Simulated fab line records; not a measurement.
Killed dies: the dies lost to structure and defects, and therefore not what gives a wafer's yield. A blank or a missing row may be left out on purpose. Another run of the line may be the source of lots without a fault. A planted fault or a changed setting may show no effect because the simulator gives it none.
Split-lot trial / flow berkeley_cmos170 / on a route of 331 steps: 5 lots, 23 wafers read

== SPLIT DETAILS ==
At UCB170_CONTACT_CVD_01 (deposits PSG from SiH4/O2/PH3, target thk 700 nm, time 2820 s), the setting ph3_flow_sccm was moved away from the recipe's 25 sccm on 20 of the 23 wafers read, by -14.8% to +10.2%. All remaining wafers had this setting at the recipe value.

The reading comes from the split's own step.

== THE READING ==
PSG_of_CONTACT_CVD_01.thk_nm (the simulator's own value, which no gauge read), in nm, at UCB170_CONTACT_CVD_01 (deposits PSG from SiH4/O2/PH3, target thk 700 nm, time 2820 s). The file does not state a usual value for it. Average 702.6 nm, standard deviation 2.7 nm, over the 3 wafers here run with the recipe.

wafer=L076.1; tool, chamber at the split=-, -; ph3_flow_sccm as run, sccm=26.09; against the recipe=+4.4%; PSG_of_CONTACT_CVD_01.thk_nm, nm=713.9; against lot-mates on the recipe=no lot-mate on the recipe
wafer=L076.2; tool, chamber at the split=-, -; ph3_flow_sccm as run, sccm=26.09; against the recipe=+4.4%; PSG_of_CONTACT_CVD_01.thk_nm, nm=707.8; against lot-mates on the recipe=no lot-mate on the recipe
wafer=L076.3; tool, chamber at the split=-, -; ph3_flow_sccm as run, sccm=26.09; against the recipe=+4.4%; PSG_of_CONTACT_CVD_01.thk_nm, nm=707; against lot-mates on the recipe=no lot-mate on the recipe
wafer=L076.4; tool, chamber at the split=-, -; ph3_flow_sccm as run, sccm=26.09; against the recipe=+4.4%; PSG_of_CONTACT_CVD_01.thk_nm, nm=714.3; against lot-mates on the recipe=no lot-mate on the recipe
wafer=L076.5; tool, chamber at the split=-, -; ph3_flow_sccm as run, sccm=26.09; against the recipe=+4.4%; PSG_of_CONTACT_CVD_01.thk_nm, nm=707.6; against lot-mates on the recipe=no lot-mate on the recipe
wafer=L080.2; tool, chamber at the split=-, -; ph3_flow_sccm as run, sccm=21.31; against the recipe=-14.8%; PSG_of_CONTACT_CVD_01.thk_nm, nm=683.5; against lot-mates on the recipe=no lot-mate on the recipe
wafer=L080.3; tool, chamber at the split=-, -; ph3_flow_sccm as run, sccm=21.31; against the recipe=-14.8%; PSG_of_CONTACT_CVD_01.thk_nm, nm=690.4; against lot-mates on the recipe=no lot-mate on the recipe
wafer=L080.4; tool, chamber at the split=-, -; ph3_flow_sccm as run, sccm=21.31; against the recipe=-14.8%; PSG_of_CONTACT_CVD_01.thk_nm, nm=689.2; against lot-mates on the recipe=no lot-mate on the recipe
wafer=L080.5; tool, chamber at the split=-, -; ph3_flow_sccm as run, sccm=21.31; against the recipe=-14.8%; PSG_of_CONTACT_CVD_01.thk_nm, nm=694.9; against lot-mates on the recipe=no lot-mate on the recipe
wafer=L080.6; tool, chamber at the split=-, -; ph3_flow_sccm as run, sccm=21.31; against the recipe=-14.8%; PSG_of_CONTACT_CVD_01.thk_nm, nm=696.8; against lot-mates on the recipe=no lot-mate on the recipe
wafer=L082.1; tool, chamber at the split=-, -; ph3_flow_sccm as run, sccm=26.27; against the recipe=+5.1%; PSG_of_CONTACT_CVD_01.thk_nm, nm=708.5; against lot-mates on the recipe=no lot-mate on the recipe
wafer=L082.3; tool, chamber at the split=-, -; ph3_flow_sccm as run, sccm=26.27; against the recipe=+5.1%; PSG_of_CONTACT_CVD_01.thk_nm, nm=712.4; against lot-mates on the recipe=no lot-mate on the recipe
wafer=L082.4; tool, chamber at the split=-, -; ph3_flow_sccm as run, sccm=26.27; against the recipe=+5.1%; PSG_of_CONTACT_CVD_01.thk_nm, nm=709.1; against lot-mates on the recipe=no lot-mate on the recipe
wafer=L082.5; tool, chamber at the split=-, -; ph3_flow_sccm as run, sccm=26.27; against the recipe=+5.1%; PSG_of_CONTACT_CVD_01.thk_nm, nm=707.3; against lot-mates on the recipe=no lot-mate on the recipe
wafer=L082.6; tool, chamber at the split=-, -; ph3_flow_sccm as run, sccm=26.27; against the recipe=+5.1%; PSG_of_CONTACT_CVD_01.thk_nm, nm=706.2; against lot-mates on the recipe=no lot-mate on the recipe
wafer=L081.1; tool, chamber at the split=-, -; ph3_flow_sccm as run, sccm=27.55; against the recipe=+10.2%; PSG_of_CONTACT_CVD_01.thk_nm, nm=717.6; against lot-mates on the recipe=no lot-mate on the recipe
wafer=L081.2; tool, chamber at the split=-, -; ph3_flow_sccm as run, sccm=27.55; against the recipe=+10.2%; PSG_of_CONTACT_CVD_01.thk_nm, nm=717.9; against lot-mates on the recipe=no lot-mate on the recipe
wafer=L081.4; tool, chamber at the split=-, -; ph3_flow_sccm as run, sccm=27.55; against the recipe=+10.2%; PSG_of_CONTACT_CVD_01.thk_nm, nm=718.9; against lot-mates on the recipe=no lot-mate on the recipe
wafer=L081.5; tool, chamber at the split=-, -; ph3_flow_sccm as run, sccm=27.55; against the recipe=+10.2%; PSG_of_CONTACT_CVD_01.thk_nm, nm=718.2; against lot-mates on the recipe=no lot-mate on the recipe
wafer=L081.6; tool, chamber at the split=-, -; ph3_flow_sccm as run, sccm=27.55; against the recipe=+10.2%; PSG_of_CONTACT_CVD_01.thk_nm, nm=716.3; against lot-mates on the recipe=no lot-mate on the recipe
wafer=L084.2; tool, chamber at the split=lpcvd-01, 1; ph3_flow_sccm as run, sccm=25; against the recipe=recipe; PSG_of_CONTACT_CVD_01.thk_nm, nm=705.5; against lot-mates on the recipe=-
wafer=L084.4; tool, chamber at the split=lpcvd-01, 1; ph3_flow_sccm as run, sccm=25; against the recipe=recipe; PSG_of_CONTACT_CVD_01.thk_nm, nm=703.2; against lot-mates on the recipe=-
wafer=L084.6; tool, chamber at the split=lpcvd-01, 1; ph3_flow_sccm as run, sccm=25; against the recipe=recipe; PSG_of_CONTACT_CVD_01.thk_nm, nm=699; against lot-mates on the recipe=-

FIT RESULTS
A straight line over all 23 wafers: PSG_of_CONTACT_CVD_01.thk_nm changes by +1.03 nm for each +1% of ph3_flow_sccm; r = +0.94; the points scatter about the line by 3.6 nm.
Too few moved wafers with a lot-mate on the recipe to fit a line net of each lot's own level.

== THE FILE'S OWN FIT ==
PSG_of_CONTACT_CVD_01.thk_nm changes by +1.03 nm for each +1% of ph3_flow_sccm, r = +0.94.
